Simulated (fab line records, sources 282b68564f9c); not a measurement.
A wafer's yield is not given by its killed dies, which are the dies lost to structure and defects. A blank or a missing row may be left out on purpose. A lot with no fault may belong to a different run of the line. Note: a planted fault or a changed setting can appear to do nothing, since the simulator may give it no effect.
A single fault, viewed from 2 desks -- flow ritCmos -- only its own numbers are on each desk; what lay behind them is given at the end

== METROLOGY DESK ==
Means of the sampled wafers that have a number, per lot and without regard to the tool the lot ran on: this is what the gauges read. Marked OUT: a lot whose mean sits more than 4 standard deviations from the usual mean, which makes it out of limits; the brackets give that distance. 7 of its 14 readings are shown, namely those furthest out on some lot.
Columns: A = NSD_RS at RIT_SDANNEAL_RS_MEAS_05, usual 84.60 ohm/sq; B = NLDD_RS at RIT_SDANNEAL_RS_MEAS_07, usual 151.8 ohm/sq; C = SILICIDE_TI_RS at RIT_SILICIDE_RS_MEAS_02, usual 47.9 ohm/sq; D = SILICIDE_TI_THK at RIT_SILICIDE_THK_MEAS_03, usual 29.8 nm; E = M1_AL_THK at RIT_M1_THK_MEAS_02, usual 402 nm; F = cdNm at RIT_M1_CD_MEAS_09, usual 2599.2 nm; G = M1_OVL at RIT_M1_OVL_MEAS_10, usual 0.0 nm
lot,first seen here,A,B,C,D,E,F,G
L342,day 4 13:58,84.67,151.8,47.3,30.1,398,2598.6,-0.1
L344,day 5 03:38,84.37,151.9,47.6,30.2,406,2598.1,1.8
L347,day 5 17:08,84.70,152.5,47.8,29.9,405,2599.7,1.1
L355,day 7 04:52,85.02,151.9,48.8,29.3,404,2599.7,-0.4
L357,day 7 15:16,84.98,152.0,47.1,30.1,402,2602.0,2.2
L358,day 7 20:59,84.07,151.5,48.8,29.3,409,2593.0,-0.6
Result from this desk: across the 6 lots, nothing is out of limits.

== THE TOOL OWNER'S DESK: rtpAnneal-01 ==
The tool's own readings at RIT_SILICIDE_RTA_04 (time 10 s, ramp up 5 s, ramp down 5 s): means of the sampled wafers that have a number, for each lot that ran on this tool. Marked OUT: a lot whose mean sits more than 4 standard deviations from the usual mean, which makes it out of limits; the brackets give that distance.
Columns: A = wafer_temp_C_max at RIT_SILICIDE_RTA_04, usual 652.2
lot,first seen here,A
L344,day 5 04:29,652.3
L347,day 5 17:57,651.9
L355,day 7 05:41,651.4
L357,day 7 16:05,652.3
Result from this desk: across the 4 lots, nothing is out of limits.

== TAKEN TOGETHER ==
Metrology desk: nothing out of limits seen.
The desk of the tool owner found nothing out of limits.

== WHAT THE SIMULATOR HAD INSERTED ==
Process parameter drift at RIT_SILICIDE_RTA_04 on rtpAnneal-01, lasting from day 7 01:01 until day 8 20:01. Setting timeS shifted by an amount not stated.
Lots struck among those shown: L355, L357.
